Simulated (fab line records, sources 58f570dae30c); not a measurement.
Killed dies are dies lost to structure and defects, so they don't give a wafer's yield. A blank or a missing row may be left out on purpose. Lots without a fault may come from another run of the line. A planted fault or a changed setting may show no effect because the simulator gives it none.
Split-lot experiment | flow berkeley_cmos170 | 5 lots, 23 wafers read, on a route of 331 steps

THE SPLIT
At UCB170_SCREENOX_OXIDATION_01 (target thk 14.4 nm, ox time 2400 s), the setting ox_time_s was moved away from the recipe's 2400 s on 10 of the 23 wafers read, by -13.5% to +14.4%. The other wafers ran this setting at the recipe's value.

The file shows no step between the split and the reading.

THE READING
SCREENOX_OXIDE_THK, in nm, at UCB170_SCREENOX_THK_MEAS_02. Fault-free wafers of this fab line usually give 14.52 nm, standard deviation 0.27 nm.

wafer  | tool, chamber at the split | ox_time_s as run, s | against the recipe | SCREENOX_OXIDE_THK, nm | against lot-mates on the recipe
L074.1 | -, -                       | 2745                | +14.4%             | 15.41                  | no lot-mate on the recipe
L074.2 | -, -                       | 2745                | +14.4%             | 15.61                  | no lot-mate on the recipe
L074.3 | -, -                       | 2745                | +14.4%             | 15.59                  | no lot-mate on the recipe
L074.4 | -, -                       | 2745                | +14.4%             | 15.78                  | no lot-mate on the recipe
L074.6 | -, -                       | 2745                | +14.4%             | 15.62                  | no lot-mate on the recipe
L077.1 | -, -                       | 2400                | recipe             | 14.26                  | -
L077.2 | -, -                       | 2400                | recipe             | 14.65                  | -
L077.3 | -, -                       | 2400                | recipe             | 14.50                  | -
L077.5 | -, -                       | 2400                | recipe             | 14.35                  | -
L077.6 | -, -                       | 2400                | recipe             | 14.47                  | -
L083.1 | -, -                       | 2076                | -13.5%             | 12.92                  | no lot-mate on the recipe
L083.3 | -, -                       | 2076                | -13.5%             | 12.83                  | no lot-mate on the recipe
L083.4 | -, -                       | 2076                | -13.5%             | 12.78                  | no lot-mate on the recipe
L083.5 | -, -                       | 2076                | -13.5%             | 12.99                  | no lot-mate on the recipe
L083.6 | -, -                       | 2076                | -13.5%             | 12.99                  | no lot-mate on the recipe
L085.1 | -, -                       | 2400                | recipe             | 14.01                  | -
L085.2 | -, -                       | 2400                | recipe             | 14.24                  | -
L085.3 | -, -                       | 2400                | recipe             | 14.13                  | -
L085.4 | -, -                       | 2400                | recipe             | 14.11                  | -
L085.5 | -, -                       | 2400                | recipe             | 14.11                  | -
L080.1 | furnace-02, 0              | 2400                | recipe             | 14.58                  | -
L080.3 | furnace-02, 0              | 2400                | recipe             | 14.51                  | -
L080.4 | furnace-02, 0              | 2400                | recipe             | 14.56                  | -

THE FIT
A straight line over all 23 wafers: SCREENOX_OXIDE_THK changes by +0.0967 nm for each +1% of ox_time_s; r = +0.98; the points scatter about the line by 0.19 nm.
Too few moved wafers have a lot-mate on the recipe to fit a line with each lot's own level taken away.

THE WHOLE CHAIN: every reading that the file lists as answering this split, in the file's order
step                         | what it does                       | reading                                                                               | change (the file's fit)                | r (the file's)
UCB170_SCREENOX_OXIDATION_01 | target thk 14.4 nm, ox time 2400 s | SiO2_of_SCREENOX_OXIDATION_01.thk_nm (the simulator's own value, which no gauge read) | +0.0959 nm for each +1% of the setting | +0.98
UCB170_SCREENOX_THK_MEAS_02  |                                    | SCREENOX_OXIDE_THK                                                                    | +0.0966 for each +1% of the setting    | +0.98

THE FILE'S OWN FIT
SCREENOX_OXIDE_THK changes by +0.0966 nm for each +1% of ox_time_s, r = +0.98.
